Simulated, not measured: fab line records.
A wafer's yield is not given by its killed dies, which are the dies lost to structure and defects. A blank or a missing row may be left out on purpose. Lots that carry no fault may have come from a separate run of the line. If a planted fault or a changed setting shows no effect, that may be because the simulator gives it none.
Split-lot study + flow berkeley-cmos170 + 23 wafers read from 5 lots, route of 331 steps

THE SPLIT ITSELF
At UCB170_V1_PEB_10, the setting peb-temp-c was moved away from the recipe's 130 C on 4 of the 23 wafers read, by +1.6% to +2.4%. This setting was run at the recipe's value on the other wafers.

FROM THE SPLIT TO THE READING: what the file shows between them, 4 steps
- UCB170_V1_DEVELOP_11: develop time 45 s
- UCB170_V1_CD_MEAS_12: target cd 700 nm
- UCB170_V1_ETCH_14: etches SiO2 in CHF3/CF4/Ar, stops on Al, target depth 1250 nm, time 291 s
- UCB170_V1_STRIP_15: strips in O2

THE READING
Shown in nm: cd-nm at UCB170_V1_CD_MEAS_90, with target cd 700 nm. On this fab line, fault-free wafers typically give 700.2 nm with a standard deviation of 1.6 nm.

| wafer  | tool, chamber at the split | peb-temp-c as run, C | against the recipe | cd-nm, nm | against lot-mates on the recipe |
|--------|----------------------------|----------------------|--------------------|-----------|---------------------------------|
| L074.1 | litho-track-02, 0          | 133.1                | +2.4%              | 718.0     | +19.1                           |
| L074.3 | litho-track-02, 0          | 130                  | recipe             | 699.0     | -                               |
| L074.4 | litho-track-02, 0          | 130                  | recipe             | 697.8     | -                               |
| L074.5 | litho-track-02, 0          | 130                  | recipe             | 700.0     | -                               |
| L074.6 | litho-track-02, 0          | 133.1                | +2.4%              | 718.2     | +19.3                           |
| L076.1 | litho-track-02, 0          | 130                  | recipe             | 699.2     | -                               |
| L076.2 | litho-track-02, 0          | 130                  | recipe             | 701.6     | -                               |
| L076.4 | litho-track-02, 0          | 130                  | recipe             | 698.7     | -                               |
| L076.5 | litho-track-02, 0          | 130                  | recipe             | 698.2     | -                               |
| L076.6 | litho-track-02, 0          | 130                  | recipe             | 700.3     | -                               |
| L077.1 | litho-track-02, 0          | 130                  | recipe             | 698.6     | -                               |
| L077.3 | litho-track-02, 0          | 132.1                | +1.6%              | 712.2     | +14.2                           |
| L077.4 | litho-track-02, 0          | 130                  | recipe             | 698.0     | -                               |
| L077.5 | litho-track-02, 0          | 130                  | recipe             | 697.4     | -                               |
| L077.6 | litho-track-02, 0          | 132.1                | +1.6%              | 711.9     | +13.9                           |
| L085.1 | litho-track-03, 0          | 130                  | recipe             | 702.0     | -                               |
| L085.4 | litho-track-03, 0          | 130                  | recipe             | 700.5     | -                               |
| L085.5 | litho-track-03, 0          | 130                  | recipe             | 700.9     | -                               |
| L080.1 | litho-track-03, 0          | 130                  | recipe             | 702.1     | -                               |
| L080.2 | litho-track-03, 0          | 130                  | recipe             | 702.4     | -                               |
| L080.4 | litho-track-03, 0          | 130                  | recipe             | 702.1     | -                               |
| L080.5 | litho-track-03, 0          | 130                  | recipe             | 702.7     | -                               |
| L080.6 | litho-track-03, 0          | 130                  | recipe             | 700.5     | -                               |

FIT RESULTS
A straight line over all 23 wafers: cd-nm changes by +7.5 nm for each +1% of peb-temp-c; r = +0.97; the points scatter about the line by 1.6 nm.
The same after taking each lot's own level away (the mean of its wafers on the recipe; 23 wafers): +8.23 nm for each +1%; r = +0.99; scatter 0.88 nm.
That fit puts the effect of the largest move of peb-temp-c on the reading at 20 nm.
From 698.00 to 701.96 nm: that is the span of the lots' own levels, equal to 2.5 times the standard deviation above.
Consequently the slope shifts little with the lot-to-lot level, the two slopes agreeing.
Check: with one of the wafers moved furthest among these (+2.4%) left out of the fit, the line predicts +20 nm for it against its lot-mates. It came out at +19.1 nm against them.

OTHER SPLITS ON THESE WAFERS
Other splits were also applied to these wafers ahead of the reading. Each is held against what the fit with the lots' levels taken away leaves over:
| other split on the same wafers | wafers away from the commonest value | r with cd-nm (lot level and that fit taken away) |
|--------------------------------|--------------------------------------|--------------------------------------------------|
| UCB170_SDANNEAL_RTA_01 time-s  | 6                                    | +0.11                                            |
| UCB170_M1_METAL_ETCH_12 time-s | 7                                    | +0.13                                            |
| UCB170_V1_CVD_00 time-s        | 10                                   | -0.13                                            |

THE WHOLE CHAIN: every reading that the file lists as answering this split, in the file's order
| step                 | what it does                                                              | reading                                                   | change (the file's fit)              | r (the file's) |
|----------------------|---------------------------------------------------------------------------|-----------------------------------------------------------|--------------------------------------|----------------|
| UCB170_V1_CD_MEAS_12 | target cd 700 nm                                                          | cd-nm                                                     | +7.91 nm for each +1% of the setting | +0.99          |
| UCB170_V1_ETCH_14    | etches SiO2 in CHF3/CF4/Ar, stops on Al, target depth 1250 nm, time 291 s | V1.cd-nm (the simulator's own value, which no gauge read) | +8.26 nm for each +1% of the setting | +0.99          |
| UCB170_V1_CD_MEAS_90 | target cd 700 nm                                                          | cd-nm                                                     | +8.24 nm for each +1% of the setting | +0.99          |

FILE'S OWN FIT
cd-nm changes by +8.24 nm for each +1% of peb-temp-c, r = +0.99.
